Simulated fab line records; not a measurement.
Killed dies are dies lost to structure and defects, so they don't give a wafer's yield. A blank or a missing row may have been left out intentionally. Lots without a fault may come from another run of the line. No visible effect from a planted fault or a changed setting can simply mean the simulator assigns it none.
Split-lot study :: flow rit_cmos :: route with 202 steps; 5 lots, 23 wafers read

## ON THE SPLIT
At RIT_M1_SPUTTER_00 (material Al, target thk 400 nm, time 500 s), the setting power_w was moved away from the recipe's 2000 W on 9 of the 23 wafers read, by +4.8% to +10.9%. For the rest of the wafers, this setting stayed at what the recipe calls for.

## THE PATH FROM SPLIT TO READING: the file shows 1 step between them
- RIT_M1_RS_MEAS_01: measures by four-point-probe

## THE READING
M1_AL_THK, in nm, at RIT_M1_THK_MEAS_02 (measures by xrf). On this fab line, fault-free wafers typically give 406 nm with a standard deviation of 4.5 nm.

wafer: L075.2
tool, chamber at the split: pvd_sputter-03, -
power_w as run, W: 2000
against the recipe: recipe
M1_AL_THK, nm: 404
against lot-mates on the recipe: -

wafer: L075.3
tool, chamber at the split: pvd_sputter-03, -
power_w as run, W: 2157
against the recipe: +7.9%
M1_AL_THK, nm: 430
against lot-mates on the recipe: +29

wafer: L075.4
tool, chamber at the split: pvd_sputter-03, -
power_w as run, W: 2157
against the recipe: +7.9%
M1_AL_THK, nm: 434
against lot-mates on the recipe: +33

wafer: L075.5
tool, chamber at the split: pvd_sputter-03, -
power_w as run, W: 2000
against the recipe: recipe
M1_AL_THK, nm: 401
against lot-mates on the recipe: -

wafer: L075.6
tool, chamber at the split: pvd_sputter-03, -
power_w as run, W: 2000
against the recipe: recipe
M1_AL_THK, nm: 398
against lot-mates on the recipe: -

wafer: L080.1
tool, chamber at the split: pvd_sputter-01, -
power_w as run, W: 2000
against the recipe: recipe
M1_AL_THK, nm: 410
against lot-mates on the recipe: -

wafer: L080.5
tool, chamber at the split: pvd_sputter-01, -
power_w as run, W: 2000
against the recipe: recipe
M1_AL_THK, nm: 411
against lot-mates on the recipe: -

wafer: L080.6
tool, chamber at the split: pvd_sputter-01, -
power_w as run, W: 2000
against the recipe: recipe
M1_AL_THK, nm: 408
against lot-mates on the recipe: -

wafer: L081.1
tool, chamber at the split: pvd_sputter-03, -
power_w as run, W: 2217
against the recipe: +10.9%
M1_AL_THK, nm: 452
against lot-mates on the recipe: +48

wafer: L081.2
tool, chamber at the split: pvd_sputter-03, -
power_w as run, W: 2000
against the recipe: recipe
M1_AL_THK, nm: 407
against lot-mates on the recipe: -

wafer: L081.3
tool, chamber at the split: pvd_sputter-03, -
power_w as run, W: 2217
against the recipe: +10.9%
M1_AL_THK, nm: 447
against lot-mates on the recipe: +43

wafer: L081.4
tool, chamber at the split: pvd_sputter-03, -
power_w as run, W: 2217
against the recipe: +10.9%
M1_AL_THK, nm: 447
against lot-mates on the recipe: +43

wafer: L081.5
tool, chamber at the split: pvd_sputter-03, -
power_w as run, W: 2000
against the recipe: recipe
M1_AL_THK, nm: 401
against lot-mates on the recipe: -

wafer: L082.1
tool, chamber at the split: pvd_sputter-01, -
power_w as run, W: 2000
against the recipe: recipe
M1_AL_THK, nm: 401
against lot-mates on the recipe: -

wafer: L082.2
tool, chamber at the split: pvd_sputter-01, -
power_w as run, W: 2000
against the recipe: recipe
M1_AL_THK, nm: 400
against lot-mates on the recipe: -

wafer: L082.3
tool, chamber at the split: pvd_sputter-01, -
power_w as run, W: 2000
against the recipe: recipe
M1_AL_THK, nm: 403
against lot-mates on the recipe: -

wafer: L082.5
tool, chamber at the split: pvd_sputter-01, -
power_w as run, W: 2097
against the recipe: +4.8%
M1_AL_THK, nm: 424
against lot-mates on the recipe: +23

wafer: L082.6
tool, chamber at the split: pvd_sputter-01, -
power_w as run, W: 2097
against the recipe: +4.8%
M1_AL_THK, nm: 421
against lot-mates on the recipe: +20

wafer: L085.1
tool, chamber at the split: pvd_sputter-02, -
power_w as run, W: 2000
against the recipe: recipe
M1_AL_THK, nm: 403
against lot-mates on the recipe: -

wafer: L085.2
tool, chamber at the split: pvd_sputter-02, -
power_w as run, W: 2000
against the recipe: recipe
M1_AL_THK, nm: 404
against lot-mates on the recipe: -

wafer: L085.3
tool, chamber at the split: pvd_sputter-02, -
power_w as run, W: 2000
against the recipe: recipe
M1_AL_THK, nm: 403
against lot-mates on the recipe: -

wafer: L085.4
tool, chamber at the split: pvd_sputter-02, -
power_w as run, W: 2114
against the recipe: +5.7%
M1_AL_THK, nm: 430
against lot-mates on the recipe: +27

wafer: L085.6
tool, chamber at the split: pvd_sputter-02, -
power_w as run, W: 2114
against the recipe: +5.7%
M1_AL_THK, nm: 429
against lot-mates on the recipe: +26

FIT RESULTS
A straight line over all 23 wafers: M1_AL_THK changes by +4.04 nm for each +1% of power_w; r = +0.98; the points scatter about the line by 3.6 nm.
The same after taking each lot's own level away (the mean of its wafers on the recipe; 23 wafers): +4.13 nm for each +1%; r = +0.99; scatter 2.1 nm.
Per that fit: largest power_w move, reading shift of 45 nm.
The lots' own levels span 401.0 to 409.7 nm, that is 1.9 times the standard deviation above.
Consequently the slope shifts little with the lot-to-lot level, the two slopes agreeing.
Check: for one of the wafers moved furthest among these (+10.9%), held out of the fit, the line's prediction against its lot-mates is +44.2 nm. It came out at +48 nm against them.

## ADDITIONAL SPLITS CARRIED BY THESE WAFERS
Before the reading, these wafers also passed through other splits. Each is held against what the fit with the lots' levels taken away leaves over:
other split on the same wafers: RIT_ACTIVE_OXIDATION_01 ox_time_s
wafers away from the commonest value: 10
r with M1_AL_THK (lot level and that fit taken away): +0.09

other split on the same wafers: RIT_NWELL_IMPLANT_08 dose_cm2
wafers away from the commonest value: 7
r with M1_AL_THK (lot level and that fit taken away): +0.13

other split on the same wafers: RIT_PWELL_HARDBAKE_07 temp_c
wafers away from the commonest value: 9
r with M1_AL_THK (lot level and that fit taken away): +0.11

other split on the same wafers: RIT_NRETRO_COAT_01 resist_thk_nm
wafers away from the commonest value: 8
r with M1_AL_THK (lot level and that fit taken away): -0.13

other split on the same wafers: RIT_GATE_CVD_08 sih4_flow_sccm
wafers away from the commonest value: 5
r with M1_AL_THK (lot level and that fit taken away): +0.07

other split on the same wafers: RIT_PLDD_COAT_01 resist_thk_nm
wafers away from the commonest value: 4
r with M1_AL_THK (lot level and that fit taken away): -0.10

other split on the same wafers: RIT_NSD_IMPLANT_08 energy_kev
wafers away from the commonest value: 4
r with M1_AL_THK (lot level and that fit taken away): -0.07

other split on the same wafers: RIT_PSD_IMPLANT_08 energy_kev
wafers away from the commonest value: 9
r with M1_AL_THK (lot level and that fit taken away): -0.18

## THE WHOLE CHAIN: every reading that the file lists as answering this split, in the file's order
step: RIT_M1_SPUTTER_00
what it does: material Al, target thk 400 nm, time 500 s
reading: Al_of_M1_SPUTTER_00.thk_nm (the simulator's own value, which no gauge read)
change (the file's fit): +4.05 nm for each +1% of the setting
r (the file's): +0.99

step: RIT_M1_RS_MEAS_01
what it does: measures by four-point-probe
reading: M1_AL_RS
change (the file's fit): -0.000704 for each +1% of the setting
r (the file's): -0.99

step: RIT_M1_THK_MEAS_02
what it does: measures by xrf
reading: M1_AL_THK
change (the file's fit): +4.17 for each +1% of the setting
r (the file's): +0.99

## FILE'S OWN FIT
M1_AL_THK changes by +4.17 nm for each +1% of power_w, r = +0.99.
